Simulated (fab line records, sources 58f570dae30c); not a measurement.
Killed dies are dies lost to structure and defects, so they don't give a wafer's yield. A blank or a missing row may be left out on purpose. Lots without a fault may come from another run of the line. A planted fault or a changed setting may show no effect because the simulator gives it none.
Which tool did it? | flow berkeley_cmos170 | 6 lots, 18 wafers sampled, at 2 steps of a route of 331

WHAT THE GAUGES READ, wafer by wafer
UCB170_GATE_THK_MEAS_02.
lot  | measured     | on            | GATE_OXIDE_THK (nm)
L206 | day 6 10:44  | film_metro-04 | 6.53 6.55 6.55
L208 | day 7 02:17  | film_metro-02 | 6.60 6.44 6.41
L210 | day 7 09:50  | film_metro-02 | 6.85 6.74 6.90
L212 | day 7 09:52  | film_metro-03 | 6.64 6.60 6.62
L221 | day 9 22:32  | film_metro-03 | 7.57 7.65 7.50
L226 | day 10 16:40 | film_metro-04 | 6.51 6.50 6.50

WHICH TOOL RAN EACH LOT (tool, then ch and the chambers of the sampled wafers, then the start)
lot  | UCB170_PWELL_ETCH_14
L206 | rie_diel-03 ch 0,1,2, day 3 06:52
L208 | rie_diel-02 ch 0,1,2, day 3 14:18
L210 | rie_diel-01 ch 0,1,3, day 3 22:07
L212 | rie_diel-02 ch 0,1,2, day 4 15:38
L221 | rie_diel-02 ch 1,2,3, day 6 16:54
L226 | rie_diel-01 ch 1,2, day 7 08:40
- UCB170_PWELL_ETCH_14: etches Si3N4 in CH3F/Ar/O2, stops on SiO2, target depth 242 nm, time 151 s.

THE ANSWER, worked out from the rows above alone
Rule: what is usual is taken from the lots themselves. Put in order of their means at a reading, lots are off if they are a third of the lots or fewer, leave a main group of 4 or more, and stand apart from it by a gap of 3 or more times the standard deviation of the main group's means; of several such gaps the widest counts. A main group whose means are all the same, to the digits that the tables above print for the reading, isn't used. A lot without any number at a reading at which 4 lots or more have one is off too. The other lots that the step has rows for count as sound.
Off: L221, at UCB170_GATE_THK_MEAS_02 (GATE_OXIDE_THK). The main group: mean 6.60 nm, standard deviation 0.13.
A tool fits if, at a process step before that reading, it ran every lot that is off, and no sound lot after the first of them. The gauges at UCB170_GATE_THK_MEAS_02 are tried like those tools. Can't be told from this: 2 tools fit, rie_diel-02 at UCB170_PWELL_ETCH_14, film_metro-03 at UCB170_GATE_THK_MEAS_02.

WHAT THE SIMULATOR HAD PUT IN
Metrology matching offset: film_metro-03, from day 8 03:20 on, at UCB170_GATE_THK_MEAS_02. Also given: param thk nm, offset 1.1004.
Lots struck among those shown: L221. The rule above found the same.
